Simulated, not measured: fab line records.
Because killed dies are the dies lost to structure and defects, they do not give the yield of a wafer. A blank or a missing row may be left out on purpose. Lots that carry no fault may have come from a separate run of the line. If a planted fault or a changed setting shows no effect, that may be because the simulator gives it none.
Split-lot experiment || flow berkeleyCmos170 || on a route of 331 steps: 5 lots, 23 wafers read

== ON THE SPLIT ==
At UCB170_FIELD_OXIDATION_01 (target thk 558.3 nm, ox time 7200 s), the setting oxTimeS was moved away from the recipe's 7200 s on 10 of the 23 wafers read, by -12.3% to +10.0%. All remaining wafers had this setting at the recipe value.

There is no step in the file separating the split from the reading.

== THE READING ==
FIELD_OXIDE_THK (nm), taken at UCB170_FIELD_THK_MEAS_02. Fault-free wafers of this fab line usually give 557 nm, standard deviation 9.8 nm.

{"wafer": "L074.1", "tool, chamber at the split": "-, -", "oxTimeS as run, s": 6317, "against the recipe": "-12.3%", "FIELD_OXIDE_THK, nm": 510, "against lot-mates on the recipe": "no lot-mate on the recipe"}
{"wafer": "L074.2", "tool, chamber at the split": "-, -", "oxTimeS as run, s": 6317, "against the recipe": "-12.3%", "FIELD_OXIDE_THK, nm": 500, "against lot-mates on the recipe": "no lot-mate on the recipe"}
{"wafer": "L074.3", "tool, chamber at the split": "-, -", "oxTimeS as run, s": 6317, "against the recipe": "-12.3%", "FIELD_OXIDE_THK, nm": 502, "against lot-mates on the recipe": "no lot-mate on the recipe"}
{"wafer": "L074.5", "tool, chamber at the split": "-, -", "oxTimeS as run, s": 6317, "against the recipe": "-12.3%", "FIELD_OXIDE_THK, nm": 510, "against lot-mates on the recipe": "no lot-mate on the recipe"}
{"wafer": "L074.6", "tool, chamber at the split": "-, -", "oxTimeS as run, s": 6317, "against the recipe": "-12.3%", "FIELD_OXIDE_THK, nm": 511, "against lot-mates on the recipe": "no lot-mate on the recipe"}
{"wafer": "L079.1", "tool, chamber at the split": "-, -", "oxTimeS as run, s": 7923, "against the recipe": "+10.0%", "FIELD_OXIDE_THK, nm": 596, "against lot-mates on the recipe": "no lot-mate on the recipe"}
{"wafer": "L079.2", "tool, chamber at the split": "-, -", "oxTimeS as run, s": 7923, "against the recipe": "+10.0%", "FIELD_OXIDE_THK, nm": 591, "against lot-mates on the recipe": "no lot-mate on the recipe"}
{"wafer": "L079.3", "tool, chamber at the split": "-, -", "oxTimeS as run, s": 7923, "against the recipe": "+10.0%", "FIELD_OXIDE_THK, nm": 588, "against lot-mates on the recipe": "no lot-mate on the recipe"}
{"wafer": "L079.4", "tool, chamber at the split": "-, -", "oxTimeS as run, s": 7923, "against the recipe": "+10.0%", "FIELD_OXIDE_THK, nm": 595, "against lot-mates on the recipe": "no lot-mate on the recipe"}
{"wafer": "L079.6", "tool, chamber at the split": "-, -", "oxTimeS as run, s": 7923, "against the recipe": "+10.0%", "FIELD_OXIDE_THK, nm": 596, "against lot-mates on the recipe": "no lot-mate on the recipe"}
{"wafer": "L078.1", "tool, chamber at the split": "-, -", "oxTimeS as run, s": 7200, "against the recipe": "recipe", "FIELD_OXIDE_THK, nm": 562, "against lot-mates on the recipe": "-"}
{"wafer": "L078.2", "tool, chamber at the split": "-, -", "oxTimeS as run, s": 7200, "against the recipe": "recipe", "FIELD_OXIDE_THK, nm": 580, "against lot-mates on the recipe": "-"}
{"wafer": "L078.3", "tool, chamber at the split": "-, -", "oxTimeS as run, s": 7200, "against the recipe": "recipe", "FIELD_OXIDE_THK, nm": 574, "against lot-mates on the recipe": "-"}
{"wafer": "L078.4", "tool, chamber at the split": "-, -", "oxTimeS as run, s": 7200, "against the recipe": "recipe", "FIELD_OXIDE_THK, nm": 568, "against lot-mates on the recipe": "-"}
{"wafer": "L078.6", "tool, chamber at the split": "-, -", "oxTimeS as run, s": 7200, "against the recipe": "recipe", "FIELD_OXIDE_THK, nm": 569, "against lot-mates on the recipe": "-"}
{"wafer": "L081.1", "tool, chamber at the split": "-, -", "oxTimeS as run, s": 7200, "against the recipe": "recipe", "FIELD_OXIDE_THK, nm": 557, "against lot-mates on the recipe": "-"}
{"wafer": "L081.2", "tool, chamber at the split": "-, -", "oxTimeS as run, s": 7200, "against the recipe": "recipe", "FIELD_OXIDE_THK, nm": 556, "against lot-mates on the recipe": "-"}
{"wafer": "L081.3", "tool, chamber at the split": "-, -", "oxTimeS as run, s": 7200, "against the recipe": "recipe", "FIELD_OXIDE_THK, nm": 560, "against lot-mates on the recipe": "-"}
{"wafer": "L081.4", "tool, chamber at the split": "-, -", "oxTimeS as run, s": 7200, "against the recipe": "recipe", "FIELD_OXIDE_THK, nm": 564, "against lot-mates on the recipe": "-"}
{"wafer": "L081.6", "tool, chamber at the split": "-, -", "oxTimeS as run, s": 7200, "against the recipe": "recipe", "FIELD_OXIDE_THK, nm": 560, "against lot-mates on the recipe": "-"}
{"wafer": "L082.3", "tool, chamber at the split": "furnace-01, 0", "oxTimeS as run, s": 7200, "against the recipe": "recipe", "FIELD_OXIDE_THK, nm": 574, "against lot-mates on the recipe": "-"}
{"wafer": "L082.4", "tool, chamber at the split": "furnace-01, 0", "oxTimeS as run, s": 7200, "against the recipe": "recipe", "FIELD_OXIDE_THK, nm": 569, "against lot-mates on the recipe": "-"}
{"wafer": "L082.5", "tool, chamber at the split": "furnace-01, 0", "oxTimeS as run, s": 7200, "against the recipe": "recipe", "FIELD_OXIDE_THK, nm": 582, "against lot-mates on the recipe": "-"}

THE FIT
A straight line over all 23 wafers: FIELD_OXIDE_THK changes by +3.95 nm for each +1% of oxTimeS; r = +0.95; the points scatter about the line by 9.7 nm.
Too few moved wafers have a lot-mate on the recipe to fit a line with each lot's own level taken away.

== THE WHOLE CHAIN: every reading that the file lists as answering this split, in the file's order ==
{"step": "UCB170_FIELD_OXIDATION_01", "what it does": "target thk 558.3 nm, ox time 7200 s", "reading": "SiO2_of_FIELD_OXIDATION_01.thkNm (the simulator's own value, which no gauge read)", "change (the file's fit)": "+3.96 nm for each +1% of the setting", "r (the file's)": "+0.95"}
{"step": "UCB170_FIELD_THK_MEAS_02", "what it does": "", "reading": "FIELD_OXIDE_THK", "change (the file's fit)": "+3.95 for each +1% of the setting", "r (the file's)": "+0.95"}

== THE FILE'S OWN FIT ==
FIELD_OXIDE_THK changes by +3.95 nm for each +1% of oxTimeS, r = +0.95.
